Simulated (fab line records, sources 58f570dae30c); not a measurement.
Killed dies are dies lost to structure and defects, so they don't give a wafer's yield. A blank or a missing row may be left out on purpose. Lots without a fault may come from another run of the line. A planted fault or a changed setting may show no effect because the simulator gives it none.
Which tool did it? | flow berkeley_cmos170 | 11 lots, 33 wafers sampled, at 6 steps of a route of 331

WHAT THE GAUGES READ, wafer by wafer
UCB170_GATE_THK_MEAS_05.
lot  | measured     | on            | GATE_POLY_THK (nm)
L749 | day 7 06:20  | film_metro-04 | 213.1 213.6 212.4
L752 | day 7 15:16  | film_metro-04 | 216.3 215.5 215.7
L757 | day 8 20:32  | film_metro-04 | 215.1 216.1 214.7
L758 | day 8 20:32  | film_metro-03 | 213.2 213.2 213.2
L760 | day 9 06:40  | film_metro-04 | 215.7 215.5 215.1
L761 | day 9 06:41  | film_metro-03 | 216.2 216.4 216.7
L762 | day 9 22:08  | film_metro-03 | 213.7 211.4 212.4
L765 | day 10 08:36 | film_metro-01 | 215.9 213.8 214.2
L764 | day 10 08:37 | film_metro-03 | 217.7 218.3 217.0
L766 | day 10 08:41 | film_metro-01 | 218.6 216.8 217.8
L767 | day 10 17:37 | film_metro-01 | 217.4 217.1 214.7

UCB170_PLDD_TW_MEAS_11.
lot  | measured     | on            | PLDD_TW
L749 | day 7 11:28  | film_metro-02 | 1120 1114 1117
L752 | day 7 19:30  | film_metro-02 | 1118 1119 1117
L757 | day 9 01:04  | film_metro-02 | 1024 1027 1032
L758 | day 9 01:19  | film_metro-04 | 1021 1017 1023
L760 | day 9 09:47  | film_metro-02 | 1034 1031 1032
L761 | day 9 10:20  | film_metro-02 | 1025 1032 1021
L762 | day 10 01:17 | film_metro-02 | 1031 1023 1023
L765 | day 10 12:47 | film_metro-02 | 1021 1026 1022
L764 | day 10 12:08 | film_metro-01 | 1016 1009 1016
L766 | day 10 13:09 | film_metro-01 | 1015 1015 1017
L767 | day 10 22:16 | film_metro-02 | 1026 1021 1021

UCB170_PSD_TW_MEAS_10.
lot  | measured     | on            | PSD_TW
L749 | day 7 20:43  | film_metro-01 | 2313 2333 2328
L752 | day 8 02:37  | film_metro-04 | 2362 2363 2369
L757 | day 9 11:33  | film_metro-04 | 2351 2340 2349
L758 | day 9 11:14  | film_metro-01 | 2333 2325 2328
L760 | day 9 18:42  | film_metro-01 | 2329 2329 2336
L761 | day 9 18:50  | film_metro-02 | 2355 2368 2371
L762 | day 10 09:00 | film_metro-02 | 2356 2353 2347
L765 | day 10 20:30 | film_metro-02 | 2355 2350 2350
L764 | day 10 20:45 | film_metro-04 | 2351 2349 2353
L766 | day 10 20:53 | film_metro-02 | 2359 2354 2362
L767 | day 11 06:14 | film_metro-01 | 2336 2333 2330

UCB170_NSD_CD_MEAS_06: target cd 1200 nm.
lot  | measured     | on        | cd_nm (nm)
L749 | day 7 22:07  | cd_sem-02 | 1198.7 1199.6 1198.0
L752 | day 8 04:10  | cd_sem-02 | 1196.6 1196.5 1196.7
L757 | day 9 12:52  | cd_sem-01 | 1199.5 1199.0 1199.1
L758 | day 9 12:37  | cd_sem-02 | 1200.2 1200.1 1200.5
L760 | day 9 21:06  | cd_sem-02 | 1196.3 1197.0 1197.2
L761 | day 9 21:14  | cd_sem-01 | 1199.3 1197.7 1198.9
L762 | day 10 10:43 | cd_sem-01 | 1203.1 1204.2 1203.5
L765 | day 10 22:17 | cd_sem-02 | 1198.3 1199.4 1198.8
L764 | day 10 22:28 | cd_sem-01 | 1203.0 1201.3 1201.0
L766 | day 10 22:46 | cd_sem-02 | 1200.4 1199.8 1200.9
L767 | day 11 07:35 | cd_sem-01 | 1199.7 1199.0 1199.8

UCB170_SDANNEAL_RS_MEAS_04: measures by four-point-probe.
lot  | measured     | on            | PLDD_RS (ohm/sq)
L749 | day 7 23:50  | film_metro-02 | 840.3 841.6 840.6
L752 | day 8 06:29  | film_metro-01 | 843.5 843.2 842.5
L757 | day 9 14:49  | film_metro-01 | 1040.0 1039.5 1037.6
L758 | day 9 14:47  | film_metro-02 | 1032.9 1032.7 1028.8
L760 | day 9 22:50  | film_metro-01 | 1031.2 1035.0 1033.5
L761 | day 9 23:15  | film_metro-02 | 1034.9 1034.7 1032.5
L762 | day 10 14:40 | film_metro-04 | 1031.4 1032.7 1031.1
L765 | day 11 00:32 | film_metro-04 | 1030.8 1034.2 1030.7
L764 | day 11 01:01 | film_metro-01 | 1036.5 1035.9 1034.8
L766 | day 11 01:08 | film_metro-04 | 1031.5 1034.5 1032.3
L767 | day 11 09:22 | film_metro-01 | 1033.5 1035.9 1036.4

WHICH TOOL RAN EACH LOT (tool, then ch and the chambers of the sampled wafers, then the start)
lot  | UCB170_PLDD_IMPLANT_08
L749 | implanter-03 ch 0, day 7 11:04
L752 | implanter-03 ch 0, day 7 19:07
L757 | implanter-01 ch 0, day 9 00:40
L758 | implanter-02 ch 0, day 9 00:55
L760 | implanter-01 ch 0, day 9 09:23
L761 | implanter-02 ch 0, day 9 09:57
L762 | implanter-01 ch 0, day 10 00:56
L765 | implanter-01 ch 0, day 10 12:24
L764 | implanter-02 ch 0, day 10 11:46
L766 | implanter-02 ch 0, day 10 12:47
L767 | implanter-03 ch 0, day 10 21:52
- UCB170_PLDD_IMPLANT_08

WHAT THE TOOLS THEMSELVES READ (means of the sampled wafers that have a number; where no wafer has one, the mark that the record gives instead)
UCB170_PLDD_IMPLANT_08.
lot  | tool         | beam_on_s (s) | dose_ions_cm2 | faraday_current_uA
L749 | implanter-03 | 14.54         | 7.999e+13     | 175
L752 | implanter-03 | 14.90         | 7.994e+13     | 170
L757 | implanter-01 | 10.05         | 5.001e+13     | 158
L758 | implanter-02 | 9.93          | 5.010e+13     | 160
L760 | implanter-01 | 9.94          | 4.995e+13     | 160
L761 | implanter-02 | 9.87          | 5.005e+13     | 160
L762 | implanter-01 | 10.03         | 5.003e+13     | 158
L765 | implanter-01 | 10.17         | 4.995e+13     | 156
L764 | implanter-02 | 9.93          | 4.999e+13     | 159
L766 | implanter-02 | 9.97          | 5.003e+13     | 159
L767 | implanter-03 | 9.69          | 5.001e+13     | 164

THE ANSWER, worked out from the rows above alone
Rule: what is usual is taken from the lots themselves. Put in order of their means at a reading, lots are off if they are a third of the lots or fewer, leave a main group of 4 or more, and stand apart from it by a gap of 3 or more times the standard deviation of the main group's means; of several such gaps the widest counts. A main group whose means are all the same, to the digits that the tables above print for the reading, isn't used. A lot without any number at a reading at which 4 lots or more have one is off too. The other lots that the step has rows for count as sound. The gauges are gone through in route order, then the tools' own readings, and for those a lot's mean is taken as printed above. The first step at which some lot is off is used, and at that step the reading that is off furthest; a lot without a number counts as furthest.
Off: L749, L752, at UCB170_PLDD_TW_MEAS_11 (PLDD_TW). The main group: mean 1023, standard deviation 5.5.
A tool fits if, at a process step before that reading, it ran every lot that is off, and no sound lot after the first of them. The gauges at UCB170_PLDD_TW_MEAS_11 aren't tried: what is off there is off at UCB170_PLDD_IMPLANT_08 too, on other tools, and a gauge's error can't cause that. None of those tried fits.

WHAT THE SIMULATOR HAD PUT IN
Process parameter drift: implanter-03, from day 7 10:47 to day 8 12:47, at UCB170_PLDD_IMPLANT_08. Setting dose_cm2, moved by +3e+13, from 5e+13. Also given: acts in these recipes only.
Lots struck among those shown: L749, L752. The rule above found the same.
